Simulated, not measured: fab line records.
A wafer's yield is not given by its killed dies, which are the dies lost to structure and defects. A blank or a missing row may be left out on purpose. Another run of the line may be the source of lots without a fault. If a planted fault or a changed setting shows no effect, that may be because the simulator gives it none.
Split-lot trial / flow berkeley cmos170 / 27 wafers read across 5 lots, on a route 331 steps long

== THE SPLIT ITSELF ==
At UCB170_NWELL_ETCH_13 (etches Si3N4 in CH3F/Ar/O2, stops on SiO2, target depth 246.4 nm, time 154 s), the setting target depth a was moved away from the recipe's 2464 angstrom on 12 of the 27 wafers read, by -27.4% to +58.0%. This setting was run at the recipe's value on the other wafers.

The reading comes from the split's own step.

== THE READING ==
oes product au, in a.u., at UCB170_NWELL_ETCH_13 (etches Si3N4 in CH3F/Ar/O2, stops on SiO2, target depth 246.4 nm, time 154 s). Fault-free wafers of this fab line usually give 0.936 a.u., standard deviation 0.014 a.u.

wafer=L074.1; tool, chamber at the split=rie diel-03, 1; target depth a as run, angstrom=2464; against the recipe=recipe; oes product au, a.u.=0.938; against lot-mates on the recipe=-
wafer=L074.5; tool, chamber at the split=rie diel-03, 0; target depth a as run, angstrom=2464; against the recipe=recipe; oes product au, a.u.=0.911; against lot-mates on the recipe=-
wafer=L074.6; tool, chamber at the split=rie diel-03, 1; target depth a as run, angstrom=2464; against the recipe=recipe; oes product au, a.u.=0.934; against lot-mates on the recipe=-
wafer=L079.1; tool, chamber at the split=rie diel-01, 0; target depth a as run, angstrom=1860; against the recipe=-24.5%; oes product au, a.u.=1.002; against lot-mates on the recipe=+0.075
wafer=L079.2; tool, chamber at the split=rie diel-01, 1; target depth a as run, angstrom=2464; against the recipe=recipe; oes product au, a.u.=0.916; against lot-mates on the recipe=-
wafer=L079.3; tool, chamber at the split=rie diel-01, 2; target depth a as run, angstrom=1860; against the recipe=-24.5%; oes product au, a.u.=0.998; against lot-mates on the recipe=+0.071
wafer=L079.4; tool, chamber at the split=rie diel-01, 3; target depth a as run, angstrom=2464; against the recipe=recipe; oes product au, a.u.=0.934; against lot-mates on the recipe=-
wafer=L079.5; tool, chamber at the split=rie diel-01, 2; target depth a as run, angstrom=1860; against the recipe=-24.5%; oes product au, a.u.=0.996; against lot-mates on the recipe=+0.069
wafer=L079.6; tool, chamber at the split=rie diel-01, 3; target depth a as run, angstrom=2464; against the recipe=recipe; oes product au, a.u.=0.932; against lot-mates on the recipe=-
wafer=L081.1; tool, chamber at the split=rie diel-01, 1; target depth a as run, angstrom=2464; against the recipe=recipe; oes product au, a.u.=0.925; against lot-mates on the recipe=-
wafer=L081.2; tool, chamber at the split=rie diel-01, 2; target depth a as run, angstrom=1790; against the recipe=-27.4%; oes product au, a.u.=1.007; against lot-mates on the recipe=+0.073
wafer=L081.3; tool, chamber at the split=rie diel-01, 3; target depth a as run, angstrom=1790; against the recipe=-27.4%; oes product au, a.u.=1.026; against lot-mates on the recipe=+0.092
wafer=L081.4; tool, chamber at the split=rie diel-01, 0; target depth a as run, angstrom=1790; against the recipe=-27.4%; oes product au, a.u.=1.018; against lot-mates on the recipe=+0.084
wafer=L081.5; tool, chamber at the split=rie diel-01, 3; target depth a as run, angstrom=2464; against the recipe=recipe; oes product au, a.u.=0.934; against lot-mates on the recipe=-
wafer=L081.6; tool, chamber at the split=rie diel-01, 2; target depth a as run, angstrom=2464; against the recipe=recipe; oes product au, a.u.=0.942; against lot-mates on the recipe=-
wafer=L082.1; tool, chamber at the split=rie diel-03, 3; target depth a as run, angstrom=3892; against the recipe=+58.0%; oes product au, a.u.=0.719; against lot-mates on the recipe=-0.234
wafer=L082.2; tool, chamber at the split=rie diel-03, 1; target depth a as run, angstrom=3892; against the recipe=+58.0%; oes product au, a.u.=0.734; against lot-mates on the recipe=-0.219
wafer=L082.3; tool, chamber at the split=rie diel-03, 2; target depth a as run, angstrom=2464; against the recipe=recipe; oes product au, a.u.=0.952; against lot-mates on the recipe=-
wafer=L082.4; tool, chamber at the split=rie diel-03, 0; target depth a as run, angstrom=3892; against the recipe=+58.0%; oes product au, a.u.=0.724; against lot-mates on the recipe=-0.229
wafer=L082.5; tool, chamber at the split=rie diel-03, 2; target depth a as run, angstrom=2464; against the recipe=recipe; oes product au, a.u.=0.956; against lot-mates on the recipe=-
wafer=L082.6; tool, chamber at the split=rie diel-03, 1; target depth a as run, angstrom=2464; against the recipe=recipe; oes product au, a.u.=0.951; against lot-mates on the recipe=-
wafer=L085.1; tool, chamber at the split=rie diel-03, 1; target depth a as run, angstrom=3579; against the recipe=+45.3%; oes product au, a.u.=0.772; against lot-mates on the recipe=-0.191
wafer=L085.2; tool, chamber at the split=rie diel-03, 0; target depth a as run, angstrom=3579; against the recipe=+45.3%; oes product au, a.u.=0.756; against lot-mates on the recipe=-0.207
wafer=L085.3; tool, chamber at the split=rie diel-03, 2; target depth a as run, angstrom=2464; against the recipe=recipe; oes product au, a.u.=0.971; against lot-mates on the recipe=-
wafer=L085.4; tool, chamber at the split=rie diel-03, 3; target depth a as run, angstrom=3579; against the recipe=+45.3%; oes product au, a.u.=0.757; against lot-mates on the recipe=-0.206
wafer=L085.5; tool, chamber at the split=rie diel-03, 1; target depth a as run, angstrom=2464; against the recipe=recipe; oes product au, a.u.=0.951; against lot-mates on the recipe=-
wafer=L085.6; tool, chamber at the split=rie diel-03, 2; target depth a as run, angstrom=2464; against the recipe=recipe; oes product au, a.u.=0.967; against lot-mates on the recipe=-

FIT RESULTS
A straight line over all 27 wafers: oes product au changes by -0.0035 a.u. for each +1% of target depth a; r = -0.98; the points scatter about the line by 0.018 a.u.
The same after taking each lot's own level away (the mean of its wafers on the recipe; 27 wafers): -0.00383 a.u. for each +1%; r = -0.99; scatter 0.014 a.u.
The reading moves by 0.22 a.u. for the largest change in target depth a, on that fit.
The span of the lots' own levels, 0.9273 to 0.9630 a.u., comes to 2.5 times the standard deviation stated above.
So the lot-to-lot level changes the slope little: the two slopes agree.
Check: for one of the wafers moved furthest among these (+58.0%), held out of the fit, the line's prediction against its lot-mates is -0.23 a.u. Against them it came out at -0.234 a.u.
Tool readings at the split's step, against how far the setting was moved: oes product au r = -0.98.

== THE WHOLE CHAIN: every reading that the file lists as answering this split, in the file's order ==
step=UCB170_NWELL_ETCH_13; what it does=etches Si3N4 in CH3F/Ar/O2, stops on SiO2, target depth 246.4 nm, time 154 s; reading=oes product au; change (the file's fit)=-0.00389 a.u. for each +1% of the setting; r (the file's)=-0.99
step=UCB170_NWELL_ETCH_13; what it does=etches Si3N4 in CH3F/Ar/O2, stops on SiO2, target depth 246.4 nm, time 154 s; reading=KrF_of_NWELL_COAT_07.thk nm (the simulator's own value, which no gauge read); change (the file's fit)=-1.69 nm for each +1% of the setting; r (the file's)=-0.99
step=UCB170_NWELL_ETCH_13; what it does=etches Si3N4 in CH3F/Ar/O2, stops on SiO2, target depth 246.4 nm, time 154 s; reading=etch.depth nm (the simulator's own value, which no gauge read); change (the file's fit)=not straight: 180.8 at the lowest setting, 220.3 at the recipe, 220.6 at the highest; r (the file's)=not given
step=UCB170_NWELL_STRIP_15; what it does=strips in O2; reading=strip time to endpoint s; change (the file's fit)=withheld for each +1% of the setting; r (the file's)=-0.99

== THE FILE'S OWN FIT ==
oes product au changes by -0.00389 a.u. for each +1% of target depth a, r = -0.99.
